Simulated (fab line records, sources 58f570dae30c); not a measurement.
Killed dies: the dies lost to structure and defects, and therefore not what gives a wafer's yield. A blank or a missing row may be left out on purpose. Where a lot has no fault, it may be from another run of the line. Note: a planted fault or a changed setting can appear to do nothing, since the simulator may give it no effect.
Struck lot and sound lot, side by side / flow berkeley-cmos170 / 37 out of 331 route steps
Sound: the wafers L424.1, L424.3, L424.4. Struck: wafers L425.2, L425.3, L425.6. At the end, the cause is stated.
For every step that has rows: the tool of each side, followed by ch and its chambers, followed by its first start. Under that, the readings that differ: sound wafers / struck wafers / difference of the means / sigmas: that difference in standard deviations of wafers without a fault.
alike: words and numbers the same on both sides, and readings whose means are apart by under 2 such deviations; not compared: readings that were withheld, readings missing a value for some wafer, numbers with overlapping values and no deviation given by the record, and bounds like >300 which may hide the same value.
The two part at a step that has a row with sigmas, a row that says differs or no value, or rows on one side only. Numbers that have no deviation but don't overlap get no sigmas and don't part them. A reading that every wafer of one side lacks parts them only if that side has two wafers or more.

UCB170_SPACER_CVD_00: deposits SiO2 from TEOS/O2, target thk 376 nm, time 47 s.
  sound on pecvd-03 ch 0,1,2, day 7 02:20; struck on pecvd-02 ch 1,2, day 7 19:35
  alike: heater-power-w, rf-fwd-power-W
UCB170_SPACER_THK_MEAS_01:
  sound: film-metro-04 at day 7 02:23; struck: film-metro-04 at day 7 19:38
  alike: SPACER_TEOS_THK
then, 1 step without rows for these wafers: UCB170_SPACER_ANNEAL_02 (time 1800 s).
UCB170_SPACER_ETCHBACK_03: etches SiO2 in CHF3/CF4/Ar, stops on Si, target depth 376 nm, time 100 s.
  sound on rie-diel-01 ch 0,1,3, day 7 07:58; struck on rie-diel-01 ch 2,3, day 7 23:32
  alike: drypump-motor-current-A, oes-product-au, rf-fwd-power-W, throttle-valve-pct
  not compared: rf-hours-counter-h
then, 6 steps without rows for these wafers: UCB170_PSD_HMDS_00 (prime time 60 s); UCB170_PSD_COAT_01 (resist thk 900 nm); UCB170_PSD_SOFTBAKE_02 (time 60 s); UCB170_PSD_EXPOSE_03 (exposes mask PSELECT MOD, target cd 1200 nm); UCB170_PSD_PEB_04; UCB170_PSD_DEVELOP_05 (develop time 45 s).
UCB170_PSD_CD_MEAS_06: the cd target is 1200 nm.
  sound: cd-sem-02 at day 7 09:25; struck: cd-sem-02 at day 8 02:28
  alike: cd-nm
UCB170_PSD_OVL_MEAS_07:
  sound: overlay-02 at day 7 09:32; struck: overlay-02 at day 8 02:35
  alike: PSD_OVL
UCB170_PSD_IMPLANT_08:
  sound on implanter-04 ch 0, day 7 09:34; struck on implanter-03 ch 0, day 8 02:38
reading=tilt-deg (degrees); sound=6.971 6.958 6.962; struck=7.834 7.872 7.880; difference=+0.898; sigmas=+43
then, 1 step without rows for these wafers: UCB170_PSD_STRIP_09 (strips in O2).
UCB170_PSD_TW_MEAS_10:
  sound: film-metro-01 at day 7 09:49; struck: film-metro-01 at day 8 02:52
  alike: PSD_TW
then, 7 steps without rows for these wafers: UCB170_PSD_CLEAN_11 (cleans in SPM, time 600 s); UCB170_NSD_HMDS_00 (prime time 60 s); UCB170_NSD_COAT_01 (resist thk 900 nm); UCB170_NSD_SOFTBAKE_02 (time 60 s); UCB170_NSD_EXPOSE_03 (exposes mask NSELECT MOD, target cd 1200 nm); UCB170_NSD_PEB_04; UCB170_NSD_DEVELOP_05 (develop time 45 s).
UCB170_NSD_CD_MEAS_06: the cd target is 1200 nm.
  sound: cd-sem-01 at day 7 11:12; struck: cd-sem-02 at day 8 04:59
  alike: cd-nm
UCB170_NSD_OVL_MEAS_07:
  sound: overlay-02 at day 7 11:19; struck: overlay-02 at day 8 05:06
  alike: NSD_OVL
next, for these wafers, 1 step has no rows: UCB170_NSD_IMPLANT_08.
UCB170_NSD_STRIP_09: strips in O2.
  sound on plasma-asher-03 ch 0,1, day 7 11:31; struck on plasma-asher-02 ch 0,1, day 8 05:17
  alike: drypump-motor-current-A, oes-product-au, strip-time-to-endpoint-s
  not compared: rf-hours-counter-h
UCB170_NSD_TW_MEAS_10:
  sound: film-metro-01 at day 7 11:37; struck: film-metro-02 at day 8 05:23
  alike: NSD_TW
then, 4 steps without rows for these wafers: UCB170_NSD_CLEAN_11 (cleans in SPM, time 600 s); UCB170_BACKSIDE_HMDS_00 (prime time 60 s); UCB170_BACKSIDE_COAT_01 (resist thk 900 nm); UCB170_BACKSIDE_SOFTBAKE_02 (time 60 s).
UCB170_BACKSIDE_STRIP_03: strips in O2.
  sound on plasma-asher-01 ch 0,1, day 7 12:33; struck on plasma-asher-02 ch 1, day 8 06:14
  alike: drypump-motor-current-A, oes-product-au, strip-time-to-endpoint-s
  not compared: rf-hours-counter-h
then, 2 steps without rows for these wafers: UCB170_BACKSIDE_CLEAN_04 (cleans in SPM, time 600 s); UCB170_SDANNEAL_RTA_00 (time 10 s).
UCB170_SDANNEAL_RTA_01: time 5 s.
  sound on rtp-anneal-01 ch 0, day 7 12:54; struck on rtp-anneal-02 ch 0, day 8 06:40
reading=lamp-power-pct (%); sound=34.3 34.4 34.3; struck=37.1 37.0 37.1; difference=+2.7; sigmas=+2
  alike: anneal-temp-c-max, wafer_temp_C_max
UCB170_SDANNEAL_RS_MEAS_02: the measuring method here is four-point-probe.
  sound: film-metro-01 at day 7 12:57; struck: film-metro-02 at day 8 06:52
reading=PSD_RS (ohm/sq); sound=76.8 76.7 76.7; struck=- - -; difference=no value on the struck wafers; sigmas=
UCB170_SDANNEAL_RS_MEAS_03: the measuring method here is four-point-probe.
  sound: film-metro-01 at day 7 13:04; struck: film-metro-02 at day 8 06:59
  alike: NSD_RS

## WHERE THEY PART
Earliest at UCB170_PSD_IMPLANT_08; latest, in this record, at UCB170_SDANNEAL_RS_MEAS_02. Later steps at which nothing parts them and some readings are alike: UCB170_SDANNEAL_RS_MEAS_03.

WHY: whatever the simulator had introduced
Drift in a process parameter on implanter-03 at UCB170_PSD_IMPLANT_08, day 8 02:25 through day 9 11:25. Setting tilt-deg, moved by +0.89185, from 7. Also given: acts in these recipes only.
